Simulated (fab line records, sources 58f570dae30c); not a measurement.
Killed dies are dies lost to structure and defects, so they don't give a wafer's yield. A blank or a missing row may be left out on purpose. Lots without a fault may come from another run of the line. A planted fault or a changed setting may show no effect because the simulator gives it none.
fab line records | flow berkeley_cmos170 | part 2 of 2: steps 34 to 46 of 46
record lots=5 wafers=15 last_day=12
route steps=331 shown PFIELD@81 FIELD@89 SACOX@97 SCREENOX@100 NVT@104 PVT@115 GATE@125
lots that met no fault: from a run of the same line without faults
start_h: hours from the record's first day to the start of the lot's first wafer shown | wait_h: hours since the lot's step before | " the same as in the row above | L1.1+2: a row that stands for several wafers | - no value, or no start given | * or withheld: withheld | < > ~ a bound
route shown NAME@n: a module of which the file shows steps, and the number in the route of the first | usual: mean/standard deviation of fault-free wafers | same: alike in all rows | chamber/n: place in a boat | sites: the reading at each site | _std_site: their standard deviation | _edge_site: outer sites' mean less inner sites' | radius_mm: how far each site lies from the wafer's centre | mask NAME#n: copy n | behind: the tool/chamber that last shaped the wafer | hold: why the lot was held/for how many hours/how that ended | device: the transistor (n, p or np) that didn't switch | end of line: the same wafers' tests at the end of the route | a step without rows: its recipe alone | killed: dies lost to structure and defects at the first sort, not the wafer's yield | map: a wafer's dies, x killed, . not, _ none there
set.NAME: the setting as run; set.NAME@STEP: as run at that earlier step | model.NAME: the simulator's own value behind a step, which no gauge read
lots at some steps of the route; a table a step, a row a wafer
services: from which hour (start_h, from the record's first day; less than 0 if before it) a tool's chamber was out of use, for how many hours, and why
## steps
# step UCB170_NVT_CLEAN_10
# recipe chemistry=SPM temp_c=120 time_s=600
# columns lot.wafer tool chamber start_h wait_h
L081.1+4+5 wet_bench-04 0 134.80 0.1
L080.3+5+6 wet_bench-04 0 134.97 0.2
L087.1+5+6 wet_bench-01 2 181.06 0.2
L093.1+3+6 wet_bench-04 1 224.96 0.7
L095.1+2+3 wet_bench-04 2 224.96 1.0
# step UCB170_PVT_HMDS_00
# recipe prime_time_s=60 prime_temp_c=100
# columns lot.wafer tool chamber start_h wait_h
L081.1+4+5 litho_track-03 0 135.73 0.8
L080.3+5+6 litho_track-01 0 136.05 0.9
L087.1+5+6 litho_track-01 0 181.45 0.2
L095.1+2+3 litho_track-03 0 225.38 0.0
L093.1+3+6 litho_track-04 0 225.62 0.2
# step UCB170_PVT_COAT_01
# recipe resist=KrF spin_rpm=1500 resist_thk_nm=900
# columns lot.wafer tool chamber start_h wait_h
L081.1+4+5 litho_track-03 0 135.88 0.1
L080.3+5+6 litho_track-01 0 136.20 0.1
L087.1+5+6 litho_track-01 0 181.60 0.1
L095.1+2+3 litho_track-03 0 225.53 0.1
L093.1+3+6 litho_track-04 0 225.77 0.1
# step UCB170_PVT_SOFTBAKE_02
# recipe resist=KrF temp_c=130 time_s=60
# columns lot.wafer tool chamber start_h wait_h
L081.1+4+5 litho_track-03 0 136.03 0.1
L080.3+5+6 litho_track-01 0 136.35 0.1
L087.1+5+6 litho_track-01 0 181.75 0.1
L095.1+2+3 litho_track-03 0 225.68 0.1
L093.1+3+6 litho_track-04 0 225.92 0.1
# step UCB170_PVT_EXPOSE_03
# recipe mask_id=NWELL target_cd_nm=3000 na=0.5 sigma_outer=0.6 source_shape=conventional dose_mj=30
# columns lot.wafer tool chamber start_h wait_h mask
L081.1+4+5 krf_scanner-01 0 136.30 0.2 NWELL#0
L080.3+5+6 krf_scanner-02 0 136.62 0.2 NWELL#0
L087.1+5+6 krf_scanner-01 0 182.17 0.4 NWELL#0
L095.1+2+3 krf_scanner-02 0 225.83 0.1 NWELL#0
L093.1+3+6 krf_scanner-02 0 226.07 0.1 NWELL#0
# step UCB170_PVT_PEB_04
# recipe peb_temp_c=130 peb_time_s=withheld resist=KrF
# columns lot.wafer tool chamber start_h wait_h
L081.1+4+5 litho_track-04 0 137.25 0.9
L080.3+5+6 litho_track-01 0 137.68 1.0
L087.1+5+6 litho_track-01 0 182.28 0.1
L095.1+2+3 litho_track-01 0 226.04 0.2
L093.1+3+6 litho_track-04 0 226.19 0.1
# step UCB170_PVT_DEVELOP_05
# recipe developer=TMAH develop_time_s=45 resist=KrF dev_temp_c=21
# same develop_time_s=45
# columns lot.wafer tool chamber start_h wait_h
L081.1+4+5 litho_track-04 0 - -
L080.3+5+6 litho_track-01 0 - -
L087.1+5+6 litho_track-01 0 - -
L095.1+2+3 litho_track-01 0 - -
L093.1+3+6 litho_track-04 0 - -
# step UCB170_PVT_OVL_MEAS_06
# usual PVT_OVL=-3/5.6
# columns lot.wafer tool chamber start_h wait_h PVT_OVL[nm]
L081.1 overlay-01 - 137.52 - -4
L081.4 " - " " -3
L081.5 " - " " -7
L080.3 overlay-02 - 137.91 - -10
L080.5 " - " " -7
L080.6 " - " " -3
L087.1 overlay-02 - 182.56 - 1
L087.5 " - " " 1
L087.6 " - " " 3
L095.1 overlay-02 - 226.31 - -9
L095.2 " - " " -9
L095.3 " - " " -9
L093.1 overlay-01 - 226.46 - -7
L093.3 " - " " 5
L093.6 " - " " -2
# step UCB170_PVT_IMPLANT_07
# recipe species=P dose_cm2=2e+12 energy_kev=30 tilt_deg=7
# usual dose_ions_cm2=1.9997e+12/2.1e+09
# columns lot.wafer tool chamber start_h wait_h dose_ions_cm2
L081.1 implanter-02 0 137.56 0.0 2.0002e+12
L081.4 " 0 " " 1.999e+12
L081.5 " 0 " " 1.9989e+12
L080.3 implanter-01 0 137.99 0.1 1.9971e+12
L080.5 " 0 " " 1.9976e+12
L080.6 " 0 " " 1.998e+12
L087.1 implanter-02 0 182.59 0.0 2.0002e+12
L087.5 " 0 " " 2.0008e+12
L087.6 " 0 " " 2.0012e+12
L095.1 implanter-02 0 226.35 0.0 2.0004e+12
L095.2 " 0 " " 2.0028e+12
L095.3 " 0 " " 2.0014e+12
L093.1 implanter-04 0 226.50 0.0 1.9982e+12
L093.3 " 0 " " 1.9966e+12
L093.6 " 0 " " 2.0005e+12
# step UCB170_PVT_STRIP_08
# recipe chemistry=O2 power_w=400 pressure_mtorr=3500 platen_temp_c=withheld o2_flow_sccm=400 overash_fraction=0.5
# usual drypump_motor_current_A=6.0/0.38 oes_product_au=0.735/0.0044 strip_time_to_endpoint_s=21.62/0.065
# columns lot.wafer tool chamber start_h wait_h drypump_motor_current_A oes_product_au rf_hours_counter_h strip_time_to_endpoint_s
L081.1 plasma_asher-04 0 137.71 0.1 6.6 0.731 44 21.51
L081.4 " 0 " " 6.6 0.744 - 21.50
L081.5 " 0 " " 6.6 0.730 - 21.54
L080.3 plasma_asher-03 0 138.12 0.1 6.1 0.735 - 21.60
L080.5 " 0 " " 6.1 0.737 - 21.60
L080.6 " 1 " " 6.1 0.736 - 21.62
L087.1 plasma_asher-02 0 182.74 0.1 5.9 0.732 7 21.54
L087.5 " 0 " " 5.9 0.732 - 21.58
L087.6 " 1 " " 5.6 0.736 - 21.50
L095.1 plasma_asher-03 1 226.50 0.1 6.1 0.736 44 21.62
L095.2 " 0 " " 6.1 0.723 44 21.60
L095.3 " 1 " " 6.1 0.726 - 21.55
L093.1 plasma_asher-04 1 226.65 0.1 5.5 0.739 53 21.65
L093.3 " 0 " " 6.6 0.736 - 21.66
L093.6 " 0 " " 6.6 0.747 - 21.68
# step UCB170_PVT_TW_MEAS_09
# usual PVT_TW=509/3.2
# columns lot.wafer tool chamber start_h wait_h PVT_TW
L081.1 film_metro-04 - 137.81 0.1 508
L081.4 " - " " 506
L081.5 " - " " 506
L080.3 film_metro-03 - 138.21 0.1 509
L080.5 " - " " 509
L080.6 " - " " 509
L087.1 film_metro-04 - 182.84 0.1 506
L087.5 " - " " 510
L087.6 " - " " 506
L095.1 film_metro-04 - 226.60 0.1 506
L095.2 " - " " 508
L095.3 " - " " 506
L093.1 film_metro-03 - 226.75 0.1 510
L093.3 " - " " 513
L093.6 " - " " 511
# step UCB170_GATE_WET_ETCH_00
# recipe chemistry=dHF dilution=25:1 target=SiO2 temp_c=25 time_s=200
# columns lot.wafer tool chamber start_h wait_h
L081.1+4+5 wet_bench-02 0 137.87 0.1
L080.3+5+6 wet_bench-02 3 138.25 0.0
L087.1+5+6 wet_bench-02 3 182.95 0.1
L093.1+3+6 wet_bench-02 0 228.55 1.8
L095.1+2+3 wet_bench-02 3 228.55 1.9
# step UCB170_FIELD_THK_MEAS_91
# recipe reads=SiO2_of_FIELD_OXIDATION_01
# usual FIELD_OXIDE_LEFT_2_THK=359/11
# columns lot.wafer tool chamber start_h wait_h FIELD_OXIDE_LEFT_2_THK[nm]
L081.1 film_metro-02 - 137.93 0.0 368
L081.4 " - " " 357
L081.5 " - " " 360
L080.3 film_metro-02 - 138.33 0.0 372
L080.5 " - " " 365
L080.6 " - " " 374
L087.1 film_metro-04 - 183.01 0.0 348
L087.5 " - " " 346
L087.6 " - " " 347
L095.1 film_metro-04 - 228.62 0.0 373
L095.2 " - " " 379
L095.3 " - " " 374
L093.1 film_metro-03 - 228.74 0.1 355
L093.3 " - " " 356
L093.6 " - " " 361
## services
# columns tool chamber start_h hours kind
krf_scanner-01 - 86.87 0.5 repair
plasma_asher-03 - 100.41 2.8 pm
krf_scanner-02 - 101.34 1.0 pm
krf_scanner-02 - 103.80 0.8 pm
wet_bench-04 - 104.42 1.9 pm
krf_scanner-02 - 114.59 4.7 repair
furnace-01 - 115.22 12.4 pm
furnace-04 - 121.86 21.6 repair
krf_scanner-01 - 132.95 1.3 pm
krf_scanner-01 - 139.23 4.0 pm
furnace-01 - 141.57 4.6 pm
furnace-04 - 143.46 7.3 pm
krf_scanner-01 - 149.59 1.0 pm
implanter-03 - 159.84 3.0 pm
implanter-02 - 171.16 5.3 pm
krf_scanner-01 - 174.24 1.3 repair
furnace-02 - 178.03 2.9 pm
implanter-03 - 183.72 5.4 pm
furnace-03 - 184.72 4.3 pm
furnace-03 - 189.03 3.3 pm
krf_scanner-02 - 194.49 3.6 pm
implanter-02 - 204.95 5.9 repair
krf_scanner-01 - 208.01 4.4 pm
krf_scanner-02 - 223.02 1.3 pm
